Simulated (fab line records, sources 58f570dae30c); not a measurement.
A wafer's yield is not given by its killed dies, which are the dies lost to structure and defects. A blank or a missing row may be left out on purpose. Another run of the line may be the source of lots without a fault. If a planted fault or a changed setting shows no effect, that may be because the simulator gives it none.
A struck lot beside a sound one -- flow berkeley cmos170 -- 16 steps out of a route of 331
Sound: the wafers L835.1, L835.4, L835.6. Struck: wafer L841.3 (L841.1, L841.6, from the same lot, were not struck and are left out); the cause is given at the end.
Per side, at each step with rows, come the tool, then ch with its chambers, and then its first start. Under that, the readings that differ: sound wafers -- struck wafers -- difference of the means -- sigmas: that difference in standard deviations of wafers without a fault.
alike: same words and numbers on both sides, and readings whose means sit less than 2 such deviations apart. not compared: any withheld reading, any reading some wafer has no value for, any bound like >300 that may hide the same value, and any number with overlapping values for which the record gives no deviation.
A row with sigmas, a row that says differs or no value, or rows on one side alone: a step with any of these is where the two part. Non-overlapping numbers with no deviation appear without sigmas and do not part them. A reading missing from all wafers of one side parts the sides only when that side holds two or more wafers.

first, 6 steps without rows for these wafers: UCB170_M2_COAT_09; UCB170_M2_COAT_10 (resist thk 900 nm); UCB170_M2_SOFTBAKE_11 (time 60 s); UCB170_M2_EXPOSE_12 (exposes mask METAL2, target cd 700 nm); UCB170_M2_PEB_13; UCB170_M2_DEVELOP_14 (develop time 45 s).
UCB170_M2_CD_MEAS_15: the cd target is 700 nm.
  sound: cd sem-01 at day 7 20:13; struck: cd sem-02 at day 9 16:41
  alike: cd nm
UCB170_M2_OVL_MEAS_16:
  sound: overlay-01 at day 7 20:20; struck: overlay-01 at day 9 16:48
  alike: M2_OVL
UCB170_M2_ETCH_17: etches BARC in N2/H2.
  sound on rie diel-02 ch 1,2,3, day 7 20:22; struck on rie diel-02 ch 0, day 9 16:50
reading,sound,struck,difference,sigmas
bias w (W),100.4 99.8 99.3,100.6,+0.8,+3
  alike: drypump motor current A, oes product au, rf fwd power W, throttle valve pct
UCB170_M2_METAL_ETCH_18: etches Al in Cl2/BCl3, stops on SiO2, target depth 1170 nm, time 195 s.
  sound on rie metal-02 ch 0,1, day 7 20:24; struck on rie metal-03 ch 0, day 9 16:53
  alike: bias w, drypump motor current A, he backside leak sccm, oes product au, rf fwd power W, throttle valve pct
  not compared: rf hours counter h
UCB170_M2_STRIP_19: strips in O2.
  sound on plasma asher-03 ch 0,1, day 7 20:35; struck on plasma asher-04 ch 1, day 9 17:04
  alike: drypump motor current A, oes product au
  not compared: rf hours counter h
UCB170_M2_CD_MEAS_90: the cd target is 700 nm.
  sound: cd sem-02 at day 7 20:41; struck: cd sem-01 at day 9 17:10
  alike: cd nm
UCB170_V2_CVD_00: deposits SiO2 from TEOS/O2, target thk 2000 nm, time 250 s.
  sound on pecvd-04 ch 1,2, day 7 20:49; struck on pecvd-03 ch 0, day 9 17:17
reading,sound,struck,difference,sigmas
model.SiO2_of_V2_CVD_00.thk nm (nm),1987 2024 2021,1566,-445,
  alike: heater power w, rf fwd power W
UCB170_V2_THK_MEAS_01:
  sound: film metro-04 at day 7 20:58; struck: film metro-02 at day 9 17:27
reading,sound,struck,difference,sigmas
V2_TEOS_THK (nm),1987 2024 2022,1565,-446,-17
UCB170_V2_CMP_02: polishes SiO2.
  sound on cmp-02 ch 1,2,3, day 7 21:08; struck on cmp-02 ch 2, day 9 17:34
  alike: motor current A
UCB170_M3_PROBE_99:
  the record has rows for the sound wafers here (prober-02, day 8 02:02) and none for the struck ones

== WHERE THEY PART ==
Last at UCB170_M3_PROBE_99 as far as this record goes, first at UCB170_M2_ETCH_17.

WHY: what the simulator had put in
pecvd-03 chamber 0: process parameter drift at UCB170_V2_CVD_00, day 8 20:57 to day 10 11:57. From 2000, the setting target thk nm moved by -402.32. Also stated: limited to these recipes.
